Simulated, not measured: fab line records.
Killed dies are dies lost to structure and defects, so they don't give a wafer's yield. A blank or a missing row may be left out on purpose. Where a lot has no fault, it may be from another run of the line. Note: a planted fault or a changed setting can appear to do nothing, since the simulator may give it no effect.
Split-lot study    flow rit-cmos    23 wafers read from 5 lots, route of 202 steps

## ON THE SPLIT
At RIT_FOX2_OXIDATION_00 (target thk 350.7 nm, ox time 1130 s), the setting ox-time-s was moved away from the recipe's 1130 s on 15 of the 23 wafers read, by -9.6% to +8.1%. The other wafers ran this setting at the recipe's value.

## FROM THE SPLIT TO THE READING: what the file shows between them, 3 steps
- RIT_FOX2_THK_MEAS_01
- RIT_FOX2_CLEAN_02: cleans in dHF, time 180 s
- RIT_FOX2_WET_ETCH_03: etches Si3N4 in H3PO4, target depth 195 nm, time 2700 s

## THE READING
At RIT_FOX2_THK_MEAS_90: FIELD_OXIDE_LEFT_1_THK, given in nm. Typical for fault-free wafers on this fab line: 323 nm, with standard deviation 6.5 nm.

wafer   tool, chamber at the split  ox-time-s as run, s  against the recipe  FIELD_OXIDE_LEFT_1_THK, nm  against lot-mates on the recipe
L074.2  -, -                        1222                 +8.1%               338                         no lot-mate on the recipe
L074.3  -, -                        1222                 +8.1%               340                         no lot-mate on the recipe
L074.4  -, -                        1222                 +8.1%               339                         no lot-mate on the recipe
L074.5  -, -                        1222                 +8.1%               338                         no lot-mate on the recipe
L074.6  -, -                        1222                 +8.1%               337                         no lot-mate on the recipe
L077.1  -, -                        1022                 -9.6%               308                         no lot-mate on the recipe
L077.2  -, -                        1022                 -9.6%               302                         no lot-mate on the recipe
L077.3  -, -                        1022                 -9.6%               307                         no lot-mate on the recipe
L077.4  -, -                        1022                 -9.6%               304                         no lot-mate on the recipe
L077.6  -, -                        1022                 -9.6%               309                         no lot-mate on the recipe
L078.2  furnace-04, 0               1130                 recipe              320                         -
L078.3  furnace-04, 0               1130                 recipe              322                         -
L078.4  furnace-04, 0               1130                 recipe              320                         -
L081.1  -, -                        1130                 recipe              328                         -
L081.2  -, -                        1130                 recipe              334                         -
L081.4  -, -                        1130                 recipe              331                         -
L081.5  -, -                        1130                 recipe              326                         -
L081.6  -, -                        1130                 recipe              326                         -
L083.1  -, -                        1087                 -3.8%               314                         no lot-mate on the recipe
L083.2  -, -                        1087                 -3.8%               311                         no lot-mate on the recipe
L083.3  -, -                        1087                 -3.8%               312                         no lot-mate on the recipe
L083.5  -, -                        1087                 -3.8%               316                         no lot-mate on the recipe
L083.6  -, -                        1087                 -3.8%               318                         no lot-mate on the recipe

THE FIT
A straight line over all 23 wafers: FIELD_OXIDE_LEFT_1_THK changes by +1.89 nm for each +1% of ox-time-s; r = +0.95; the points scatter about the line by 3.9 nm.
Too few moved wafers with a lot-mate on the recipe to fit a line net of each lot's own level.

## THE WHOLE CHAIN: every reading that the file lists as answering this split, in the file's order
step                   what it does                         reading                                                                            change (the file's fit)              r (the file's)
RIT_FOX2_OXIDATION_00  target thk 350.7 nm, ox time 1130 s  SiO2_of_FOX2_OXIDATION_00.thk-nm (the simulator's own value, which no gauge read)  +1.9 nm for each +1% of the setting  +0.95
RIT_FOX2_THK_MEAS_01                                        FOX2_OXIDE_THK                                                                     +1.9 for each +1% of the setting     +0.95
RIT_FOX2_THK_MEAS_90                                        FIELD_OXIDE_LEFT_1_THK                                                             +1.88 for each +1% of the setting    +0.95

## FILE'S OWN FIT
FIELD_OXIDE_LEFT_1_THK changes by +1.88 nm for each +1% of ox-time-s, r = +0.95.
